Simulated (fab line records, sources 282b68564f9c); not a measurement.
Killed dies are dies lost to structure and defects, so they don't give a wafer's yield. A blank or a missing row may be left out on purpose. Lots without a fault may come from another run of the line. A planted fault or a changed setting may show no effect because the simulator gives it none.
fab line records | flow rit_cmos
record lots=15 wafers=45 last_day=7
route steps=202 shown NWELL@37 PWELL@45 PRETRO@67 PLDD@124 M1@202
lots that met no fault: from a run of the same line without faults
start_h: hours from the record's first day to the start of the lot's first wafer shown | wait_h: hours since the lot's step before | " the same as in the row above | L1.1+2: a row that stands for several wafers | - no value, or no start given | * or withheld: withheld | < > ~ a bound
route shown NAME@n: a module of which the file shows steps, and the number in the route of the first | usual: mean/standard deviation of fault-free wafers | same: alike in all rows | chamber/n: place in a boat | sites: the reading at each site | _std_site: their standard deviation | _edge_site: outer sites' mean less inner sites' | radius_mm: how far each site lies from the wafer's centre | mask NAME#n: copy n | behind: the tool/chamber that last shaped the wafer | hold: why the lot was held/for how many hours/how that ended | device: the transistor (n, p or np) that didn't switch | end of line: the same wafers' tests at the end of the route | a step without rows: its recipe alone | killed: dies lost to structure and defects at the first sort, not the wafer's yield | map: a wafer's dies, x killed, . not, _ none there
set.NAME: the setting as run; set.NAME@STEP: as run at that earlier step | model.NAME: the simulator's own value behind a step, which no gauge read
steps of the route over a sample of lots; a table a step, a row a wafer
services: from which hour (start_h, from the record's first day; less than 0 if before it) a tool's chamber was out of use, for how many hours, and why
## steps
# step RIT_NWELL_STRIP_09
# recipe chemistry=O2 time_s=180 resist=NOVOLAK platen_temp_c=withheld power_w=500 pressure_mtorr=4000 o2_flow_sccm=4000
# usual drypump_motor_current_A=5.68/0.28
# columns lot.wafer tool chamber start_h wait_h drypump_motor_current_A rf_hours_counter_h
L338.1 plasma_asher-04 0 21.15 0.1 5.23 38
L338.3 " 0 " " 5.26 -
L338.6 " 1 " " 5.82 -
L339.2 plasma_asher-01 0 28.90 0.1 5.77 37
L339.3 " 1 " " 6.05 -
L339.6 " 0 " " 5.74 -
L342.2 plasma_asher-03 0 48.44 0.1 5.45 40
L342.4 " 1 " " 5.72 -
L342.5 " 0 " " 5.37 -
L343.3 plasma_asher-03 0 53.49 0.1 5.37 -
L343.4 " 1 " " 5.72 -
L343.6 " 0 " " 5.37 -
L344.2 plasma_asher-04 0 57.02 0.1 5.26 42
L344.5 " 1 " " 5.82 -
L344.6 " 0 " " 5.23 -
L345.1 plasma_asher-03 1 62.57 0.1 5.75 41
L345.2 " 0 " " 5.39 41
L345.3 " 1 " " 5.73 -
L348.3 plasma_asher-04 0 80.21 0.1 5.24 -
L348.4 " 1 " " 5.77 -
L348.6 " 1 " " 5.79 -
L349.2 plasma_asher-03 1 82.84 0.1 5.71 44
L349.5 " 0 " " 5.40 -
L349.6 " 1 " " 5.72 -
L351.2 plasma_asher-01 0 92.01 0.1 5.75 42
L351.3 " 0 " " 5.72 -
L351.5 " 0 " " 5.73 -
L352.1 plasma_asher-01 1 94.30 0.1 6.08 43
L352.3 " 0 " " 5.72 -
L352.5 " 0 " " 5.73 -
L353.1 plasma_asher-03 0 99.36 0.1 5.39 46
L353.3 " 0 " " 5.40 -
L353.5 " 0 " " 5.40 -
L354.4 plasma_asher-04 0 103.55 0.1 5.22 -
L354.5 " 1 " " 5.80 -
L354.6 " 0 " " 5.18 -
L355.2 plasma_asher-01 0 107.50 0.1 5.72 44
L355.4 " 1 " " 6.05 -
L355.6 " 0 " " 5.76 -
L357.1 plasma_asher-01 1 117.58 0.1 6.07 46
L357.3 " 0 " " 5.71 -
L357.6 " 1 " " 6.06 -
L360.1 plasma_asher-01 1 132.76 0.1 6.04 48
L360.3 " 1 " " 6.08 -
L360.4 " 0 " " 5.73 -
# step RIT_PWELL_OVL_MEAS_06
# usual PWELL_OVL=-0.1/1.4
# columns lot.wafer tool chamber start_h wait_h PWELL_OVL[nm]
L338.1 overlay-02 - 22.39 - 1.0
L338.3 " - " " 1.2
L338.6 " - " " -1.4
L339.2 overlay-01 - 30.15 - -0.8
L339.3 " - " " 0.4
L339.6 " - " " -0.2
L342.2 overlay-01 - 49.68 - -2.7
L342.4 " - " " -0.7
L342.5 " - " " -1.1
L343.3 overlay-01 - 54.68 - -1.6
L343.4 " - " " -1.6
L343.6 " - " " 0.1
L344.2 overlay-02 - 58.14 - 1.6
L344.5 " - " " 0.7
L344.6 " - " " 0.9
L345.1 overlay-02 - 63.81 - 1.2
L345.2 " - " " 0.3
L345.3 " - " " -0.2
L348.3 overlay-01 - 81.41 - 0.8
L348.4 " - " " 1.0
L348.6 " - " " -1.2
L349.2 overlay-02 - 84.09 - -1.2
L349.5 " - " " 0.3
L349.6 " - " " 1.7
L351.2 overlay-01 - 93.26 - 0.8
L351.3 " - " " 0.6
L351.5 " - " " -2.4
L352.1 overlay-02 - 95.75 - 0.0
L352.3 " - " " 0.2
L352.5 " - " " 0.1
L353.1 overlay-01 - 100.48 - -0.4
L353.3 " - " " 0.1
L353.5 " - " " -0.9
L354.4 overlay-01 - 104.62 - -4.4
L354.5 " - " " -1.6
L354.6 " - " " 0.5
L355.2 overlay-02 - 108.62 - 0.1
L355.4 " - " " 0.6
L355.6 " - " " -0.8
L357.1 overlay-02 - 118.93 - 0.4
L357.3 " - " " 2.3
L357.6 " - " " 2.1
L360.1 overlay-02 - 134.00 - -1.3
L360.3 " - " " 2.3
L360.4 " - " " -0.2
# step RIT_PRETRO_EXPOSE_03
# recipe mask_id=M5 na=0.57 target_cd_nm=43700 dose_mj=250
# columns lot.wafer tool chamber start_h wait_h mask
L338.1+3+6 iline_stepper-02 0 30.90 0.1 M5#0
L339.2+3+6 iline_stepper-01 0 40.11 0.2 M5#0
L342.2+4+5 iline_stepper-01 0 59.59 0.1 M5#0
L343.3+4+6 iline_stepper-01 0 63.65 0.1 M5#0
L344.2+5+6 iline_stepper-02 0 67.77 0.2 M5#0
L345.1+2+3 iline_stepper-02 0 73.27 0.1 M5#0
L348.3+4+6 iline_stepper-02 0 89.59 0.2 M5#0
L349.2+5+6 iline_stepper-02 0 92.88 0.1 M5#0
L351.2+3+5 iline_stepper-01 0 102.18 0.2 M5#0
L352.1+3+5 iline_stepper-02 0 104.61 0.2 M5#0
L353.1+3+5 iline_stepper-02 0 109.52 0.1 M5#0
L354.4+5+6 iline_stepper-02 0 113.82 0.1 M5#0
L355.2+4+6 iline_stepper-02 0 117.98 0.1 M5#0
L357.1+3+6 iline_stepper-01 0 127.75 0.1 M5#0
L360.1+3+4 iline_stepper-01 0 142.41 0.2 M5#0
# step RIT_PRETRO_OVL_MEAS_06
# usual PRETRO_OVL=-0.5/1.4
# columns lot.wafer tool chamber start_h wait_h PRETRO_OVL[nm]
L338.1 overlay-01 - 31.33 - 0.6
L338.3 " - " " 0.0
L338.6 " - " " -1.2
L339.2 overlay-02 - 40.53 - 0.6
L339.3 " - " " -0.9
L339.6 " - " " 1.2
L342.2 overlay-02 - 60.00 - -1.8
L342.4 " - " " 1.3
L342.5 " - " " 1.1
L343.3 overlay-01 - 64.05 - -5.0
L343.4 " - " " -1.9
L343.6 " - " " -3.2
L344.2 overlay-01 - 68.19 - -0.9
L344.5 " - " " -1.4
L344.6 " - " " -0.3
L345.1 overlay-02 - 73.70 - 1.5
L345.2 " - " " 1.0
L345.3 " - " " -0.7
L348.3 overlay-01 - 90.06 - -1.9
L348.4 " - " " 0.0
L348.6 " - " " -1.8
L349.2 overlay-01 - 93.30 - -2.1
L349.5 " - " " -2.2
L349.6 " - " " -1.9
L351.2 overlay-01 - 102.71 - 0.9
L351.3 " - " " 0.0
L351.5 " - " " -0.6
L352.1 overlay-02 - 105.04 - -0.9
L352.3 " - " " -0.9
L352.5 " - " " -0.1
L353.1 overlay-01 - 109.95 - -
L353.3 " - " " -
L353.5 " - " " -
L354.4 overlay-02 - 114.21 - -
L354.5 " - " " -
L354.6 " - " " -
L355.2 overlay-02 - 118.40 - -
L355.4 " - " " -
L355.6 " - " " -
L357.1 overlay-02 - 128.28 - -0.7
L357.3 " - " " -1.4
L357.6 " - " " -1.9
L360.1 overlay-02 - 142.84 - 0.1
L360.3 " - " " -2.4
L360.4 " - " " 1.6
# step RIT_PLDD_TW_MEAS_10
# usual PLDD_TW=2344/13
# columns lot.wafer tool chamber start_h wait_h PLDD_TW
L338.1 film_metro-01 - 52.09 0.1 2313
L338.3 " - " " 2312
L338.6 " - " " 2307
L339.2 film_metro-02 - 57.67 0.1 2354
L339.3 " - " " 2354
L339.6 " - " " 2349
L342.2 film_metro-02 - 79.19 0.1 2356
L342.4 " - " " 2346
L342.5 " - " " 2346
L343.3 film_metro-03 - 84.42 0.1 2366
L343.4 " - " " 2355
L343.6 " - " " 2348
L344.2 film_metro-03 - 87.06 0.1 2350
L344.5 " - " " 2350
L344.6 " - " " 2355
L345.1 film_metro-03 - 90.92 0.1 2350
L345.2 " - " " 2343
L345.3 " - " " 2352
L348.3 film_metro-03 - 104.43 0.1 2346
L348.4 " - " " 2346
L348.6 " - " " 2344
L349.2 film_metro-03 - 108.55 0.1 2334
L349.5 " - " " 2332
L349.6 " - " " 2330
L351.2 film_metro-03 - 118.70 0.1 2351
L351.3 " - " " 2337
L351.5 " - " " 2323
L352.1 film_metro-01 - 119.12 0.1 2336
L352.3 " - " " 2341
L352.5 " - " " 2340
L353.1 film_metro-03 - 124.99 0.1 2353
L353.3 " - " " 2343
L353.5 " - " " 2358
L354.4 film_metro-03 - 128.32 0.1 2358
L354.5 " - " " 2347
L354.6 " - " " 2350
L355.2 film_metro-03 - 131.84 0.1 2349
L355.4 " - " " 2345
L355.6 " - " " 2356
L357.1 film_metro-02 - 143.26 0.1 2356
L357.3 " - " " 2349
L357.6 " - " " 2365
L360.1 film_metro-03 - 159.46 0.1 2344
L360.3 " - " " 2368
L360.4 " - " " 2363
# step RIT_M1_PROBE_99
# usual killed_at_contacts=0.1/0.37 killed_at_front_end=6.9/2.9 killed_dies=7.1/2.9 killed_on_rim=1.9/1.4 killed_open=3.3/1.8 killed_short=3.6/2.2
# same gross_dies=264 killed_at_M0_to_M3=0 killed_at_M4_up=0 killed_at_back_side=0 killed_at_other=0
# columns lot.wafer tool chamber start_h wait_h killed_at_contacts killed_at_front_end killed_dies killed_on_rim killed_open killed_short
L338.1 prober-01 - 65.30 0.1 0 2 2 0 1 1
L338.3 prober-01 - 65.40 0.2 0 9 9 2 3 6
L338.6 prober-01 - 65.55 0.2 0 10 10 3 6 4
L339.2 prober-02 - 71.74 0.1 0 7 7 1 3 4
L339.3 prober-02 - 71.79 0.2 0 12 12 5 4 8
L339.6 prober-02 - 71.94 0.2 0 9 9 4 2 7
L342.2 prober-01 - 92.95 0.1 0 8 8 3 2 6
L342.4 prober-01 - 93.05 0.2 0 3 3 0 2 1
L342.5 prober-01 - 93.10 0.2 0 5 5 1 2 3
L343.3 prober-02 - 98.75 0.2 0 7 7 2 2 5
L343.4 prober-02 - 98.80 0.2 0 7 7 1 2 5
L343.6 prober-02 - 98.90 0.2 0 2 2 1 1 1
L344.2 prober-01 - 101.45 0.1 0 6 6 2 2 4
L344.5 prober-01 - 101.60 0.2 0 4 4 0 1 3
L344.6 prober-01 - 101.65 0.2 0 2 2 1 0 2
L345.1 prober-02 - 104.76 0.1 0 9 9 3 3 6
L345.2 prober-02 - 104.81 0.1 1 7 8 2 2 6
L345.3 prober-02 - 104.86 0.2 0 7 7 2 3 4
L348.3 prober-01 - 118.14 0.2 0 7 7 2 4 3
L348.4 prober-01 - 118.19 0.2 0 5 5 2 4 1
L348.6 prober-01 - 118.29 0.2 0 7 7 2 4 3
L349.2 prober-02 - 122.74 0.1 0 4 4 3 2 2
L349.5 prober-02 - 122.89 0.2 0 2 2 1 1 1
L349.6 prober-02 - 122.94 0.2 0 7 7 1 5 2
L351.2 prober-02 - 132.02 0.1 0 11 11 0 4 7
L351.3 prober-02 - 132.07 0.2 0 5 5 3 3 2
L351.5 prober-02 - 132.17 0.2 0 7 7 3 3 4
L352.1 prober-01 - 133.47 0.1 0 6 6 2 4 2
L352.3 prober-01 - 133.57 0.2 0 5 5 2 1 4
L352.5 prober-01 - 133.67 0.2 0 4 4 1 2 2
L353.1 prober-02 - 138.84 0.1 0 264 264 70 5 5
L353.3 prober-02 - 138.94 0.2 0 264 264 70 1 2
L353.5 prober-02 - 139.04 0.2 0 264 264 70 5 0
L354.4 prober-01 - 142.84 0.2 0 264 264 70 6 2
L354.5 prober-01 - 142.89 0.2 0 264 264 70 2 4
L354.6 prober-01 - 142.94 0.2 0 264 264 70 4 3
L355.2 prober-02 - 145.56 0.1 0 264 264 70 5 4
L355.4 prober-02 - 145.66 0.2 0 264 264 70 3 4
L355.6 prober-02 - 145.76 0.2 0 264 264 70 1 5
L357.1 prober-02 - 158.16 0.1 0 5 5 1 2 3
L357.3 prober-02 - 158.26 0.2 0 3 3 2 1 2
L357.6 prober-02 - 158.41 0.2 1 3 4 1 2 1
L360.1 prober-01 - 174.18 0.1 0 8 8 4 8 0
L360.3 prober-01 - 174.28 0.2 1 6 7 1 2 5
L360.4 prober-01 - 174.33 0.2 0 9 9 2 4 5
# killed by level:class
L338.1 FOX1:geometric_particle:open=1 REOX:geometric_particle:short=1
L338.3 FOX2:geometric_particle:short=2 FOX1:geometric_particle:short=1 GATE:geometric_particle:open=1 REOX:geometric_particle:short=1 REOX:geometric_particle:open=1 SPACER:geometric_particle:short=1 SILICIDE:geometric_particle:open=1 SILICIDE:geometric_particle:short=1
L338.6 SILICIDE:geometric_particle:open=3 REOX:geometric_particle:open=2 SPACER:geometric_particle:short=2 FOX1:geometric_particle:open=1 FOX1:geometric_particle:short=1 SILICIDE:geometric_particle:short=1
L339.2 GATE:geometric_particle:short=3 GATE:geometric_particle:open=2 SPACER:geometric_particle:short=1 SILICIDE:geometric_particle:open=1
L339.3 GATE:geometric_particle:short=3 FOX2:geometric_particle:short=2 GATE:geometric_particle:open=2 FOX1:geometric_particle:short=1 REOX:geometric_particle:open=1 REOX:geometric_particle:short=1 SPACER:geometric_particle:open=1 SILICIDE:geometric_particle:short=1
L339.6 GATE:geometric_particle:short=5 GATE:geometric_particle:open=2 ACTIVE:geometric_particle:short=1 SILICIDE:geometric_particle:short=1
L342.2 GATE:geometric_particle:short=4 GATE:geometric_particle:open=2 FOX2:geometric_particle:short=1 SPACER:geometric_particle:short=1
L342.4 FOX1:geometric_particle:short=1 GATE:geometric_particle:open=1 REOX:geometric_particle:open=1
L342.5 GATE:geometric_particle:short=3 FOX1:geometric_particle:open=1 REOX:geometric_particle:open=1
L343.3 GATE:geometric_particle:short=2 FOX1:geometric_particle:short=1 FOX2:geometric_particle:open=1 REOX:geometric_particle:short=1 REOX:geometric_particle:open=1 SPACER:geometric_particle:short=1
L343.4 GATE:geometric_particle:short=2 REOX:geometric_particle:short=2 GATE:geometric_particle:open=1 REOX:geometric_particle:open=1 SILICIDE:geometric_particle:short=1
L343.6 FOX1:geometric_particle:short=1 REOX:geometric_particle:open=1
L344.2 SPACER:geometric_particle:short=2 FOX1:geometric_particle:open=1 GATE:geometric_particle:short=1 GATE:geometric_particle:open=1 SILICIDE:geometric_particle:short=1
L344.5 GATE:geometric_particle:short=1 GATE:geometric_particle:open=1 SPACER:geometric_particle:short=1 SILICIDE:geometric_particle:short=1
L344.6 FOX2:geometric_particle:short=1 SPACER:geometric_particle:short=1
L345.1 GATE:geometric_particle:short=3 SPACER:geometric_particle:short=2 FOX1:geometric_particle:short=1 FOX1:geometric_particle:open=1 GATE:geometric_particle:open=1 REOX:geometric_particle:open=1
L345.2 REOX:geometric_particle:short=3 FOX1:geometric_particle:short=1 FOX1:geometric_particle:open=1 GATE:geometric_particle:short=1 SPACER:geometric_particle:open=1 CONTACT:geometric_particle:short=1
L345.3 REOX:geometric_particle:short=2 FOX1:geometric_particle:short=1 GATE:geometric_particle:open=1 GATE:geometric_particle:short=1 SPACER:geometric_particle:open=1 SILICIDE:geometric_particle:open=1
L348.3 FOX2:geometric_particle:short=2 FOX2:geometric_particle:open=2 GATE:geometric_particle:short=1 GATE:geometric_particle:open=1 REOX:geometric_particle:open=1
L348.4 REOX:geometric_particle:open=2 FOX2:geometric_particle:open=1 GATE:geometric_particle:open=1 REOX:geometric_particle:short=1
L348.6 FOX1:geometric_particle:open=2 FOX2:geometric_particle:short=2 FOX1:geometric_particle:short=1 REOX:geometric_particle:open=1 SILICIDE:geometric_particle:open=1
L349.2 FOX2:geometric_particle:open=1 FOX2:geometric_particle:short=1 GATE:geometric_particle:short=1 SPACER:geometric_particle:open=1
L349.5 FOX1:geometric_particle:open=1 SPACER:geometric_particle:short=1
L349.6 GATE:geometric_particle:open=4 GATE:geometric_particle:short=1 REOX:geometric_particle:short=1 REOX:geometric_particle:open=1
L351.2 FOX1:geometric_particle:short=3 GATE:geometric_particle:short=2 SILICIDE:geometric_particle:short=2 FOX1:geometric_particle:open=1 FOX2:geometric_particle:open=1 GATE:geometric_particle:open=1 SILICIDE:geometric_particle:open=1
L351.3 SPACER:geometric_particle:open=2 GATE:geometric_particle:short=1 REOX:geometric_particle:short=1 REOX:geometric_particle:open=1
L351.5 GATE:geometric_particle:short=2 SPACER:geometric_particle:open=2 GATE:geometric_particle:open=1 REOX:geometric_particle:short=1 SILICIDE:geometric_particle:short=1
L352.1 GATE:geometric_particle:open=3 FOX2:geometric_particle:short=2 FOX2:geometric_particle:open=1
L352.3 FOX2:geometric_particle:short=3 REOX:geometric_particle:open=1 REOX:geometric_particle:short=1
L352.5 GATE:geometric_particle:open=2 SPACER:geometric_particle:short=2
L353.1 PRETRO:overlay=254 GATE:geometric_particle:open=4 GATE:geometric_particle:short=4 FOX1:geometric_particle:open=1 SILICIDE:geometric_particle:short=1
L353.3 PRETRO:overlay=261 REOX:geometric_particle:short=1 SILICIDE:geometric_particle:short=1 SILICIDE:geometric_particle:open=1
L353.5 PRETRO:overlay=259 FOX1:geometric_particle:open=2 GATE:geometric_particle:open=1 REOX:geometric_particle:open=1 SPACER:geometric_particle:open=1
L354.4 PRETRO:overlay=256 SILICIDE:geometric_particle:open=2 FOX1:geometric_particle:open=1 GATE:geometric_particle:short=1 GATE:geometric_particle:open=1 REOX:geometric_particle:open=1 SPACER:geometric_particle:short=1 SPACER:geometric_particle:open=1
L354.5 PRETRO:overlay=258 GATE:geometric_particle:short=3 FOX2:geometric_particle:short=1 GATE:geometric_particle:open=1 REOX:geometric_particle:open=1
L354.6 PRETRO:overlay=257 REOX:geometric_particle:open=2 FOX1:geometric_particle:short=1 GATE:geometric_particle:short=1 GATE:geometric_particle:open=1 SPACER:geometric_particle:short=1 SPACER:geometric_particle:open=1
L355.2 PRETRO:overlay=254 GATE:geometric_particle:open=4 FOX1:geometric_particle:short=2 GATE:geometric_particle:short=2 SILICIDE:geometric_particle:open=1 PWELL:coat_microbubble_printed=1
L355.4 PRETRO:overlay=257 GATE:geometric_particle:short=3 GATE:geometric_particle:open=2 FOX1:geometric_particle:open=1 REOX:geometric_particle:short=1
L355.6 PRETRO:overlay=258 GATE:geometric_particle:short=3 FOX1:geometric_particle:short=1 GATE:geometric_particle:open=1 REOX:geometric_particle:short=1
L357.1 REOX:geometric_particle:short=2 FOX2:geometric_particle:open=1 GATE:geometric_particle:open=1 GATE:geometric_particle:short=1
L357.3 FOX1:geometric_particle:short=1 GATE:geometric_particle:open=1 SILICIDE:geometric_particle:short=1
L357.6 FOX1:geometric_particle:short=1 REOX:geometric_particle:open=1 SILICIDE:geometric_particle:open=1 CONTACT:coat_microbubble_printed=1
L360.1 REOX:geometric_particle:open=4 GATE:geometric_particle:open=3 FOX1:geometric_particle:open=1
L360.3 GATE:geometric_particle:short=2 SILICIDE:geometric_particle:short=2 REOX:geometric_particle:short=1 SPACER:geometric_particle:open=1 CONTACT:geometric_particle:open=1
L360.4 FOX1:geometric_particle:short=2 GATE:geometric_particle:short=2 GATE:geometric_particle:open=2 FOX2:geometric_particle:short=1 SPACER:geometric_particle:open=1 SILICIDE:geometric_particle:open=1
## services
# columns tool chamber start_h hours kind
iline_stepper-02 0 16.46 - calibration
plasma_asher-01 - 31.07 15.6 pm
iline_stepper-01 - 75.03 0.8 repair
plasma_asher-04 - 94.35 2.1 repair
plasma_asher-04 - 100.74 0.8 repair
plasma_asher-03 - 108.75 9.0 pm
plasma_asher-03 0 108.75 9.0 vent_cycle
plasma_asher-03 1 108.75 9.0 vent_cycle
plasma_asher-03 0 117.75 - clean
plasma_asher-03 1 117.75 - clean
iline_stepper-02 - 137.05 6.8 repair
## key
first_sign step=RIT_PRETRO_OVL_MEAS_06 reading=PRETRO_OVL direction=missing
effect step=RIT_M1_PROBE_99 reading=killed_at_front_end direction=up sigmas=90 usual=6.9 struck=264
more_kills_born_at RIT_PRETRO_EXPOSE_03@iline_stepper-02=2314
met_at RIT_PRETRO_EXPOSE_03
struck_lots L353,L354,L355
tester_left_out L353,L354,L355
not_acting_at RIT_NWELL_STRIP_09,RIT_PWELL_OVL_MEAS_06,RIT_PLDD_TW_MEAS_10
onset_between 104.61 109.52
fault kind=scanner_matching_overlay tool=iline_stepper-02 chamber=- onset_h=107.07 steps=RIT_PRETRO_EXPOSE_03 offset=6232.6
# tester_left_out: of these lots the tester's yield and bins aren't shown, on N5 and GAA mostly nor the transistor test; their killed dies are dies lost to structure and defects alone, not to doping, threshold or leakage, so they don't give the yield
